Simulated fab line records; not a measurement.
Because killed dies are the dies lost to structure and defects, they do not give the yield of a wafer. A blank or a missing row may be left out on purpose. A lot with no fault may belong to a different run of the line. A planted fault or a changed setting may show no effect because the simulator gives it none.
A lot that was struck, set against a sound lot -- flow berkeley-cmos170 -- 15 steps out of a route of 331
Sound: wafers L731.1, L731.3, L731.4. Struck: wafer L734.2. (L734.5, L734.6 of the same lot were not struck and are left out.) The cause comes at the end.
At each step with rows: each side's tool, then ch and its chambers, then its first start. Under that, the readings that differ: sound wafers -- struck wafers -- difference of the means -- sigmas: that difference in standard deviations of wafers without a fault.
alike: readings whose means differ by less than 2 such deviations, and words and numbers that are the same on both sides. not compared: withheld readings, readings that some wafer has no value for, bounds like >300 that may hide the same value, and numbers for which the record gives no deviation and whose values overlap.
A row with sigmas, a row that says differs or no value, or rows on one side alone: a step with any of these is where the two part. Numbers that don't overlap but have no deviation are shown without sigmas and don't part them. Lack of a reading on every wafer of one side parts them only where that side has two or more wafers.

first, 1 step without rows for these wafers: UCB170_CONTACT_SOFTBAKE_05 (time 60 s).
UCB170_CONTACT_STRIP_06: strips in O2.
  sound on plasma-asher-02 ch 0,1, day 8 17:02; struck on plasma-asher-02 ch 1, day 9 08:53
reading,sound,struck,difference,sigmas
strip-time-to-endpoint-s (s),21.87 21.87 21.86,22.03,+0.16,+3
  alike: drypump-motor-current-A, o2-flow-sccm, oes-product-au
  not compared: rf-hours-counter-h
then, 1 step without rows for these wafers: UCB170_CONTACT_CLEAN_07 (cleans in SPM, time 600 s).
UCB170_CONTACT_RTA_08: time 10 s.
  sound on rtp-anneal-02 ch 0, day 8 17:19; struck on rtp-anneal-01 ch 0, day 9 09:10
reading,sound,struck,difference,sigmas
lamp-power-pct (%),23.4 23.5 23.5,24.5,+1.0,+2
wafer_temp_C_max,906.5 906.2 906.6,901.6,-4.8,-2
  alike: anneal-temp-c-max, chamber-o2-ppm
then, 6 steps without rows for these wafers: UCB170_CONTACT_COAT_09; UCB170_CONTACT_COAT_10 (resist thk 900 nm); UCB170_CONTACT_SOFTBAKE_11 (time 60 s); UCB170_CONTACT_EXPOSE_12 (exposes mask CONT, target cd 700 nm); UCB170_CONTACT_PEB_13; UCB170_CONTACT_DEVELOP_14 (develop time 45 s).
UCB170_CONTACT_CD_MEAS_15: target cd 700 nm.
  sound on cd-sem-01 at day 8 18:20; struck on cd-sem-02 at day 9 12:29
  alike: cd-nm
UCB170_CONTACT_OVL_MEAS_16:
  sound on overlay-01 at day 8 18:28; struck on overlay-02 at day 9 12:36
  alike: CONTACT_OVL
UCB170_CONTACT_ETCH_17: etches BARC in N2/H2.
  sound on rie-diel-04 ch 1,2, day 8 18:29; struck on rie-diel-04 ch 2, day 9 12:38
reading,sound,struck,difference,sigmas
chamber-pressure-mTorr (mTorr),29.997 29.984 30.026,45.027,+15.025,+99 or more
  alike: drypump-motor-current-A, h2-flow-sccm, oes-product-au, throttle-valve-pct
UCB170_CONTACT_ETCH_18: etches PSG in CHF3/CF4/Ar, stops on TiSi2, target depth 840 nm, time 195 s.
  sound: rie-diel-04 ch 1,2; struck: rie-diel-04 ch 2
  alike: chamber-pressure-mTorr, drypump-motor-current-A, oes-product-au, throttle-valve-pct
  not compared: rf-hours-counter-h
after that, 1 step had no rows for these wafers: UCB170_M3_PROBE_99.

## WHERE THEY PART
Last at UCB170_CONTACT_ETCH_17 as far as this record goes, first at UCB170_CONTACT_STRIP_06. Later steps at which nothing parts them and some readings are alike: UCB170_CONTACT_ETCH_18.

WHY: what had been put in by the simulator
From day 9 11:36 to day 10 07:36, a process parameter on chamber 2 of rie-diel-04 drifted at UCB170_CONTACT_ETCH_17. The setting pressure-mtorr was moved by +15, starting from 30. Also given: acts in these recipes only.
